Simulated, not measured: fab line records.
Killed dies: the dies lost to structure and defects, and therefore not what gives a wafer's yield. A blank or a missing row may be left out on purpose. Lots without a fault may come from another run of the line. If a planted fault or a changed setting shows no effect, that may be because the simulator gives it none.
fab line records	flow rit_cmos
record: lots: 6	wafers: 18	last_day: 7
route steps=202 shown NRETRO@60 PRETRO@64 M1@202
lots untouched by any fault: they come from a run of this same line in which no faults occurred
start_h: the number of hours between the record's first day and the start of the first shown wafer of the lot	wait_h: hours elapsed since this lot's preceding step	" as in the row above	L1.1+2: a single row standing in for several wafers	- either no value or no given start	* or withheld: withheld	< > ~ a bound
route shown NAME@n: names a module that has steps shown in the file, with the first one's number in the route	usual: mean/standard deviation of fault-free wafers	same: alike in all rows	chamber/n: place in a boat	sites: per-site readings	_std_site: how widely they spread, as a standard deviation	_edge_site: outer sites' mean less inner sites'	radius_mm: for every site, how far away it sits from the centre of the wafer	mask NAME#n: copy n	behind: the most recent tool/chamber to have shaped the wafer	hold: cause of the lot's hold/its duration in hours/its outcome	device: the transistor (n, p or np) that didn't switch	end of line: tests of these same wafers at the route's end	where a step has no rows: the recipe by itself	killed: not the wafer's yield, but the dies lost to structure and defects at the first sort	map: a wafer's dies, marking killed ones x, the rest . and places with no die _
set.NAME: the setting that was run; set.NAME@STEP: the one run at that earlier step	model.NAME: the simulator's own value behind a step, which no gauge read
lots at some steps of the route; a table a step, a row a wafer
services: the hour from which a tool's chamber was out of use, counted from the record's first day as start_h (under 0 if before that day), plus the number of hours and why
== steps ==
step: RIT_NRETRO_HARDBAKE_07
recipe: resist: NOVOLAK	temp_c: 140	time_s: 120
step: RIT_NRETRO_IMPLANT_08
recipe: species: P	energy_kev: 70	dose_cm2: 1e+13	tilt_deg: 7.273
step: RIT_NRETRO_STRIP_09
recipe: chemistry: O2	time_s: 180	resist: NOVOLAK	platen_temp_c: withheld	power_w: 500	pressure_mtorr: 4000	o2_flow_sccm: 4000
usual: drypump_motor_current_A: 5.5/0.31
lot.wafer	tool	chamber	start_h	wait_h	drypump_motor_current_A	rf_hours_counter_h
L449.1	plasma_asher-04	0	31.21	0.1	4.9	24
L449.2	"	1	"	"	5.5	24
L449.6	"	1	"	"	5.5	-
L454.1	plasma_asher-03	1	55.89	0.1	5.4	43
L454.2	"	0	"	"	5.8	43
L454.3	"	0	"	"	5.9	-
L456.2	plasma_asher-03	0	64.70	0.1	5.8	44
L456.3	"	1	"	"	5.4	-
L456.5	"	0	"	"	5.8	-
L459.3	plasma_asher-03	1	80.37	0.1	5.4	-
L459.4	"	0	"	"	5.8	-
L459.5	"	1	"	"	5.4	-
L469.3	plasma_asher-03	1	129.96	0.1	5.4	-
L469.4	"	0	"	"	5.8	-
L469.6	"	1	"	"	5.4	-
L471.1	plasma_asher-02	1	140.30	0.1	5.7	3
L471.4	"	0	"	"	5.3	-
L471.5	"	0	"	"	5.3	-
step: RIT_NRETRO_TW_MEAS_10
usual: NRETRO_TW: 1051/15
lot.wafer	tool	chamber	start_h	wait_h	NRETRO_TW
L449.1	film_metro-04	-	31.38	0.1	1040
L449.2	"	-	"	"	1044
L449.6	"	-	"	"	1041
L454.1	film_metro-02	-	56.07	0.1	1065
L454.2	"	-	"	"	1072
L454.3	"	-	"	"	1063
L456.2	film_metro-02	-	64.89	0.1	1060
L456.3	"	-	"	"	1064
L456.5	"	-	"	"	1067
L459.3	film_metro-04	-	80.51	0.1	1041
L459.4	"	-	"	"	1040
L459.5	"	-	"	"	1044
L469.3	film_metro-03	-	130.09	0.1	1038
L469.4	"	-	"	"	1036
L469.6	"	-	"	"	1038
L471.1	film_metro-02	-	140.48	0.1	1082
L471.4	"	-	"	"	1072
L471.5	"	-	"	"	1080
step: RIT_PRETRO_HMDS_00
recipe: prime_time_s: 60	prime_temp_c: 140
step: RIT_PRETRO_COAT_01
recipe: resist: NOVOLAK	spin_rpm: 2000	resist_thk_nm: 1300
step: RIT_PRETRO_SOFTBAKE_02
recipe: resist: NOVOLAK	temp_c: 90	time_s: 60
step: RIT_PRETRO_EXPOSE_03
recipe: mask_id: M5	na: 0.57	target_cd_nm: 43700	dose_mj: 250
step: RIT_PRETRO_PEB_04
recipe: resist: NOVOLAK	temp_c: withheld	time_s: withheld
step: RIT_PRETRO_DEVELOP_05
recipe: resist: NOVOLAK	develop_time_s: 68	dev_temp_c: 23
step: RIT_PRETRO_OVL_MEAS_06
usual: PRETRO_OVL: 0.1/1.6
lot.wafer	tool	chamber	start_h	wait_h	PRETRO_OVL[nm]
L449.1	overlay-01	-	32.32	-	0.5
L449.2	"	-	"	"	-0.2
L449.6	"	-	"	"	1.7
L454.1	overlay-02	-	57.13	-	2.6
L454.2	"	-	"	"	0.0
L454.3	"	-	"	"	2.3
L456.2	overlay-01	-	65.83	-	-1.1
L456.3	"	-	"	"	-1.6
L456.5	"	-	"	"	-0.5
L459.3	overlay-01	-	81.57	-	0.6
L459.4	"	-	"	"	0.1
L459.5	"	-	"	"	0.2
L469.3	overlay-01	-	131.15	-	2.3
L469.4	"	-	"	"	1.5
L469.6	"	-	"	"	1.5
L471.1	overlay-02	-	141.75	-	0.3
L471.4	"	-	"	"	0.6
L471.5	"	-	"	"	1.1
step: RIT_PRETRO_HARDBAKE_07
recipe: resist: NOVOLAK	temp_c: 140	time_s: 120
step: RIT_PRETRO_IMPLANT_08
recipe: species: B	energy_kev: 45	dose_cm2: 1.2e+13	tilt_deg: 7
usual: beam_energy_keV: 45.000/0.013
lot.wafer	tool	chamber	start_h	wait_h	beam_energy_keV	model.implant.rp_nm	model.implant.drp_nm
L449.1	implanter-04	0	32.61	0.2	45.003	140.6	55.07
L449.2	"	0	"	"	45.007	140.6	55.07
L449.6	"	0	"	"	44.989	140.6	55.07
L454.1	implanter-01	0	57.42	0.2	45.011	146.4	55.07
L454.2	"	0	"	"	45.008	146.4	55.07
L454.3	"	0	"	"	44.993	146.4	55.07
L456.2	implanter-01	0	66.14	0.2	46.501	145.9	56.15
L456.3	"	0	"	"	46.501	145.9	56.15
L456.5	"	0	"	"	46.478	145.9	56.15
L459.3	implanter-01	0	81.89	0.2	46.519	148	56.15
L459.4	"	0	"	"	46.504	148	56.15
L459.5	"	0	"	"	46.502	148	56.15
L469.3	implanter-03	0	131.47	0.2	45.023	142.9	55.07
L469.4	"	0	"	"	45.005	142.9	55.07
L469.6	"	0	"	"	44.984	142.9	55.07
L471.1	implanter-01	0	142.13	0.2	44.991	147	55.07
L471.4	"	0	"	"	45.010	147	55.07
L471.5	"	0	"	"	45.025	147	55.07
step: RIT_PRETRO_STRIP_09
recipe: chemistry: O2	time_s: 180	resist: NOVOLAK	platen_temp_c: withheld	power_w: 500	pressure_mtorr: 4000	o2_flow_sccm: 4000
usual: drypump_motor_current_A: 5.4/0.42
lot.wafer	tool	chamber	start_h	wait_h	drypump_motor_current_A	rf_hours_counter_h
L449.1	plasma_asher-04	0	32.76	0.1	4.9	25
L449.2	"	1	"	"	5.6	25
L449.6	"	0	"	"	4.9	-
L454.1	plasma_asher-01	1	57.57	0.1	6.2	40
L454.2	"	0	"	"	5.4	40
L454.3	"	0	"	"	5.4	-
L456.2	plasma_asher-02	1	66.26	0.1	5.7	41
L456.3	"	1	"	"	5.7	-
L456.5	"	1	"	"	5.7	-
L459.3	plasma_asher-04	0	82.05	0.1	4.9	-
L459.4	"	1	"	"	5.5	-
L459.5	"	1	"	"	5.6	-
L469.3	plasma_asher-04	1	131.63	0.1	5.6	-
L469.4	"	0	"	"	4.9	-
L469.6	"	1	"	"	5.6	-
L471.1	plasma_asher-04	1	142.28	0.1	5.5	36
L471.4	"	0	"	"	4.9	-
L471.5	"	1	"	"	5.6	-
step: RIT_M1_PROBE_99
usual: killed_at_contacts: 0.1/0.24	killed_at_front_end: 7.1/2.8	killed_dies: 7.2/2.8	killed_on_rim: 1.8/1.4	killed_open: 3.6/2.1	killed_short: 3.6/1.9
same: gross_dies: 264	killed_at_M0_to_M3: 0	killed_at_M4_up: 0	killed_at_back_side: 0	killed_at_other: 0
lot.wafer	tool	chamber	start_h	wait_h	killed_at_contacts	killed_at_front_end	killed_dies	killed_on_rim	killed_open	killed_short
L449.1	prober-01	-	62.70	0.1	0	4	4	0	4	0
L449.2	prober-01	-	62.75	0.1	0	5	5	4	2	3
L449.6	prober-01	-	62.95	0.2	0	6	6	2	2	4
L454.1	prober-02	-	83.16	0.1	0	6	6	1	5	1
L454.2	prober-02	-	83.21	0.1	1	6	7	0	2	5
L454.3	prober-02	-	83.26	0.2	0	5	5	0	1	4
L456.2	prober-02	-	91.11	0.1	0	8	8	2	4	4
L456.3	prober-02	-	91.16	0.2	0	7	7	1	5	2
L456.5	prober-02	-	91.26	0.2	0	4	4	0	3	1
L459.3	prober-02	-	107.46	0.2	0	10	10	4	8	2
L459.4	prober-02	-	107.51	0.2	0	6	6	1	3	3
L459.5	prober-02	-	107.56	0.2	0	4	4	1	2	2
L469.3	prober-02	-	157.65	0.2	0	7	7	1	4	3
L469.4	prober-02	-	157.70	0.2	0	6	6	1	5	1
L469.6	prober-02	-	157.80	0.2	0	9	9	4	4	5
L471.1	prober-02	-	167.91	0.1	0	7	7	3	4	3
L471.4	prober-02	-	168.06	0.2	0	7	7	2	1	6
L471.5	prober-02	-	168.11	0.2	0	9	9	0	5	4
killed by level:class
L449.1 FOX1:geometric_particle:open=2 GATE:geometric_particle:open=1 SILICIDE:geometric_particle:open=1
L449.2 GATE:geometric_particle:short=2 FOX1:geometric_particle:short=1 GATE:geometric_particle:open=1 SPACER:geometric_particle:open=1
L449.6 GATE:geometric_particle:short=3 GATE:geometric_particle:open=1 SILICIDE:geometric_particle:open=1 SILICIDE:geometric_particle:short=1
L454.1 SILICIDE:geometric_particle:open=3 GATE:geometric_particle:short=1 GATE:geometric_particle:open=1 REOX:geometric_particle:open=1
L454.2 SPACER:geometric_particle:short=2 FOX2:geometric_particle:short=1 REOX:geometric_particle:open=1 SILICIDE:geometric_particle:open=1 SILICIDE:geometric_particle:short=1 CONTACT:geometric_particle:short=1
L454.3 FOX1:geometric_particle:short=2 GATE:geometric_particle:open=1 REOX:geometric_particle:short=1 SPACER:geometric_particle:short=1
L456.2 FOX1:geometric_particle:short=2 GATE:geometric_particle:short=2 GATE:geometric_particle:open=2 SPACER:geometric_particle:open=2
L456.3 REOX:geometric_particle:open=3 FOX1:geometric_particle:short=2 FOX1:geometric_particle:open=1 GATE:geometric_particle:open=1
L456.5 GATE:geometric_particle:open=2 FOX1:geometric_particle:open=1 SILICIDE:geometric_particle:short=1
L459.3 FOX1:geometric_particle:open=2 GATE:geometric_particle:open=2 REOX:geometric_particle:open=2 SILICIDE:geometric_particle:open=2 FOX1:geometric_particle:short=1 SILICIDE:geometric_particle:short=1
L459.4 FOX1:geometric_particle:open=2 REOX:geometric_particle:short=2 FOX1:geometric_particle:short=1 REOX:geometric_particle:open=1
L459.5 GATE:geometric_particle:open=2 FOX1:geometric_particle:short=1 GATE:geometric_particle:short=1
L469.3 GATE:geometric_particle:open=2 SILICIDE:geometric_particle:open=2 FOX2:geometric_particle:short=1 SPACER:geometric_particle:short=1 SILICIDE:geometric_particle:short=1
L469.4 SILICIDE:geometric_particle:open=3 SPACER:geometric_particle:open=2 FOX2:geometric_particle:short=1
L469.6 FOX2:geometric_particle:short=2 REOX:geometric_particle:open=2 SPACER:geometric_particle:short=2 FOX1:geometric_particle:short=1 FOX2:geometric_particle:open=1 GATE:geometric_particle:open=1
L471.1 REOX:geometric_particle:open=2 FOX1:geometric_particle:open=1 FOX1:geometric_particle:short=1 GATE:geometric_particle:open=1 GATE:geometric_particle:short=1 SPACER:geometric_particle:short=1
L471.4 FOX2:geometric_particle:short=2 GATE:geometric_particle:short=2 FOX1:geometric_particle:short=1 GATE:geometric_particle:open=1 SPACER:geometric_particle:short=1
L471.5 REOX:geometric_particle:open=3 FOX2:geometric_particle:short=2 FOX1:geometric_particle:open=1 GATE:geometric_particle:short=1 REOX:geometric_particle:short=1 SPACER:geometric_particle:open=1
== services ==
tool	chamber	start_h	hours	kind
implanter-01	-	23.73	1.5	repair
plasma_asher-01	-	26.35	2.8	pm
implanter-04	-	36.05	80.3	repair
plasma_asher-04	-	38.69	1.9	repair
plasma_asher-04	-	55.52	12.9	repair
plasma_asher-01	-	61.46	1.8	repair
implanter-01	-	87.70	0.8	repair
implanter-04	-	95.03	3.4	repair
implanter-01	-	96.47	4.0	repair
plasma_asher-03	-	96.68	6.2	repair
plasma_asher-02	-	108.75	9.0	pm
plasma_asher-02	0	108.75	9.0	vent_cycle
plasma_asher-02	1	108.75	9.0	vent_cycle
implanter-04	-	111.67	1.7	repair
implanter-04	-	116.35	11.3	pm
plasma_asher-02	0	117.75	-	clean
plasma_asher-02	1	117.75	-	clean
implanter-01	-	118.44	5.3	repair
implanter-03	-	123.77	4.4	pm
implanter-03	-	124.83	2.8	repair
implanter-04	-	127.63	4.0	pm
plasma_asher-01	-	128.92	8.7	repair
implanter-04	-	131.66	2.2	pm
== key ==
first_sign: step: RIT_PRETRO_IMPLANT_08	reading: beam_energy_keV	direction: up	sigmas: 99+	usual: 45.000	struck: 46.501
effect none on later readings
model_effect: step: RIT_PRETRO_IMPLANT_08	value: implant.rp_nm	without: 142.5	struck: 147
met_at RIT_PRETRO_IMPLANT_08
struck_wafers L456.2,L456.3,L456.5,L459.3,L459.4,L459.5
tester_left_out L456,L459
onset_between 57.42 66.14
fault: kind: process_parameter_drift	tool: implanter-01	chamber: -	onset_h: 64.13	steps: RIT_PRETRO_IMPLANT_08	channel: energy_kev	offset: 1.4971	shape: step	end_h: 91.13	acts_in: these_recipes_only	stated: 45
tester_left_out: of these lots the tester's yield and bins aren't shown, on N5 and GAA mostly nor the transistor test; their killed dies are dies lost to structure and defects alone, not to doping, threshold or leakage, so they don't give the yield
